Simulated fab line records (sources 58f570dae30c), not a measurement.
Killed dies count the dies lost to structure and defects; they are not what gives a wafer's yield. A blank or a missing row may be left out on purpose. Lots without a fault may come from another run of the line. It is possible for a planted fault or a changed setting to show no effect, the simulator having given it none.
Lot-split experiment	flow berkeley-cmos170	23 wafers read across 5 lots, on a route 331 steps long

SPLIT DETAILS
At UCB170_PSD_IMPLANT_08, the setting energy-kev was moved away from the recipe's 20 on 10 of the 23 wafers read, by -2.7% to +4.8%. For the rest of the wafers, this setting stayed at what the recipe calls for.

The reading is taken at the split's own step.

THE READING
The simulator's own value implant.drp-nm, read by no gauge, in nm at UCB170_PSD_IMPLANT_08. There is no usual value for it anywhere in the file.

wafer	tool, chamber at the split	energy-kev as run	against the recipe	implant.drp-nm, nm	against lot-mates on the recipe
L075.1	implanter-02, 0	20	recipe	28.34	-
L075.4	implanter-02, 0	20	recipe	28.34	-
L075.2	implanter-02, 0	20.52	+2.6%	28.89	+0.55
L075.3	implanter-02, 0	20.52	+2.6%	28.89	+0.55
L075.5	implanter-02, 0	20.52	+2.6%	28.89	+0.55
L079.2	implanter-04, 0	19.46	-2.7%	27.8	-0.54
L079.3	implanter-04, 0	19.46	-2.7%	27.8	-0.54
L079.6	implanter-04, 0	19.46	-2.7%	27.8	-0.54
L079.4	implanter-04, 0	20	recipe	28.34	-
L079.5	implanter-04, 0	20	recipe	28.34	-
L082.1	implanter-03, 0	20.51	+2.6%	28.88	+0.54
L082.4	implanter-03, 0	20.51	+2.6%	28.88	+0.54
L082.2	implanter-03, 0	20	recipe	28.34	-
L082.5	implanter-03, 0	20	recipe	28.34	-
L082.6	implanter-03, 0	20	recipe	28.34	-
L083.1	implanter-02, 0	20	recipe	28.34	-
L083.3	implanter-02, 0	20	recipe	28.34	-
L083.6	implanter-02, 0	20	recipe	28.34	-
L083.2	implanter-02, 0	20.97	+4.8%	29.42	+1.08
L083.4	implanter-02, 0	20.97	+4.8%	29.42	+1.08
L084.1	implanter-02, 0	20	recipe	28.34	-
L084.2	implanter-02, 0	20	recipe	28.34	-
L084.5	implanter-02, 0	20	recipe	28.34	-

THE FIT
A straight line over all 23 wafers: implant.drp-nm changes by +0.213 nm for each +1% of energy-kev; r = +1.00; the points scatter about the line by 0.018 nm.
The same after taking each lot's own level away (the mean of its wafers on the recipe; 23 wafers): +0.213 nm for each +1%; r = +1.00; scatter 0.018 nm.
Per that fit: largest energy-kev move, reading shift of 1 nm.
The lots' own levels span 28.340 to 28.340 nm.
So the lot-to-lot level changes the slope little: the two slopes agree.
Check: +1.03 nm against its lot-mates is what the line predicts for one of the wafers moved furthest among these (+4.8%) when that wafer is left out of the fit. It came out at +1.08 nm against them.

OTHER SPLITS APPLIED TO THESE WAFERS
Note: prior to the reading, these wafers also went through further splits. Each is held against what the fit with the lots' levels taken away leaves over:
other split on the same wafers	wafers away from the commonest value	r with implant.drp-nm (lot level and that fit taken away)
UCB170_GATE_EXPOSE_09 dose-mj	7	-0.27
UCB170_NLDD_COAT_01 resist-thk-nm	10	-0.10

THE WHOLE CHAIN: every reading that the file lists as answering this split, in the file's order
step	what it does	reading	change (the file's fit)	r (the file's)
UCB170_PSD_IMPLANT_08		implant.rp-nm (the simulator's own value, which no gauge read)	+0.648 nm for each +1% of the setting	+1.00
UCB170_PSD_IMPLANT_08		implant.drp-nm (the simulator's own value, which no gauge read)	+0.216 nm for each +1% of the setting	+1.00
UCB170_PSD_STRIP_09	strips in O2	strip-time-to-endpoint-s	withheld for each +1% of the setting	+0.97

THE FILE'S OWN FIT
implant.drp-nm changes by +0.216 nm for each +1% of energy-kev, r = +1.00.
